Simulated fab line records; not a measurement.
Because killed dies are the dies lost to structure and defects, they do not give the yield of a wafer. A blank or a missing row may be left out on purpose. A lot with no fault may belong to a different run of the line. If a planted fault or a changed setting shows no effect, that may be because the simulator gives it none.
One fault seen from 2 desks :: flow rit-cmos :: numbers are kept per desk, each desk with only its own; the story behind them comes last

== FROM THE METROLOGY DESK ==
What the gauges read, lot by lot, whatever tool the lot ran on: means of the sampled wafers that have a number. A lot is out of limits, marked OUT, if its mean lies more than 4 standard deviations from the usual mean; the brackets give that distance.
Columns: A = FIELD_OXIDE_LEFT_1_THK at RIT_FOX2_THK_MEAS_90, usual 326 nm; B = PLDD_TW at RIT_PLDD_TW_MEAS_10, usual 2315; C = PLDD_RS at RIT_SDANNEAL_RS_MEAS_06, usual 178.8 ohm/sq; D = M1_OVL at RIT_M1_OVL_MEAS_10, usual -0.4 nm
lot: L285
first seen here: day 1 21:49
A: 325
B: 2286
C: 179.2
D: -0.5

lot: L286
first seen here: day 2 01:04
A: 323
B: 2346
C: 178.9
D: 0.4

lot: L288
first seen here: day 2 13:55
A: 318
B: 2285
C: 178.9
D: -1.7

lot: L289
first seen here: day 2 17:02
A: 326
B: 2349
C: 179.1
D: -0.6

lot: L290
first seen here: day 2 23:11
A: 325
B: 2296
C: 178.8
D: -0.1

lot: L291
first seen here: day 3 03:48
A: 329
B: 2294
C: 179.2
D: -0.1

lot: L292
first seen here: day 3 07:26
A: 322
B: 2295
C: 178.7
D: -0.3

lot: L293
first seen here: day 3 14:27
A: 326
B: 2336
C: 179.2
D: 0.3

lot: L294
first seen here: day 3 18:49
A: 325
B: 2313
C: 178.2
D: -0.7

lot: L295
first seen here: day 4 04:08
A: 326
B: 2304
C: 178.2
D: 0.2

lot: L296
first seen here: day 4 04:08
A: 324
B: 2285
C: 178.9
D: -0.5

lot: L300
first seen here: day 4 23:48
A: 326
B: 2219
C: 191.9 (+28) OUT
D: 0.5

lot: L301
first seen here: day 5 06:49
A: 317
B: 2299
C: 179.3
D: 0.2

lot: L306
first seen here: day 6 06:02
A: 328
B: 2173 (-5.7) OUT
C: 191.0 (+26) OUT
D: 0.3
This desk's result: L300, L306 out of limits, first on L300 (PLDD_RS at RIT_SDANNEAL_RS_MEAS_06), day 6 06:26. In limits: L285, L286, L288, L289, L290, L291, L292, L293, L294, L295, L296, L301.

== DESK OF THE TOOL OWNER: implanter-02 ==
For each lot that ran on this tool, the mean over its sampled wafers that have a number, from the tool's own readings at RIT_PLDD_IMPLANT_08. A lot is out of limits, marked OUT, if its mean lies more than 4 standard deviations from the usual mean; the brackets give that distance.
Columns: A = beam-energy-keV at RIT_PLDD_IMPLANT_08, usual 20.000
lot: L294
first seen here: day 5 01:26
A: 20.002

lot: L295
first seen here: day 5 03:58
A: 19.998

lot: L296
first seen here: day 5 07:15
A: 19.998

lot: L300
first seen here: day 5 23:49
A: 16.398 (-99 or more) OUT

lot: L306
first seen here: day 7 06:07
A: 16.404 (-99 or more) OUT
This desk finds L300, L306 out of limits, L300 being first, at day 5 23:49 (beam-energy-keV at RIT_PLDD_IMPLANT_08). In limits: L294, L295, L296.

== PUT TOGETHER ==
At day 5 23:49, on L300, L306, the tool owner's desk was in a position to raise an alarm.
L300, L306 would have let the metrology desk raise an alarm at day 6 06:26.
Of the lots named, all ran RIT_PLDD_IMPLANT_08 on implanter-02.

== WHAT THE SIMULATOR HAD PUT IN ==
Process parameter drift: implanter-02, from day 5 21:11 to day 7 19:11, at RIT_PLDD_IMPLANT_08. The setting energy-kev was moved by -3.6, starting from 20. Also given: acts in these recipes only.
Lots struck among those shown: L300, L306.
Delay (hours) between the fault's onset and each desk's first out-of-limits reading: 3 at the tool owner's desk, 9 at the metrology desk.
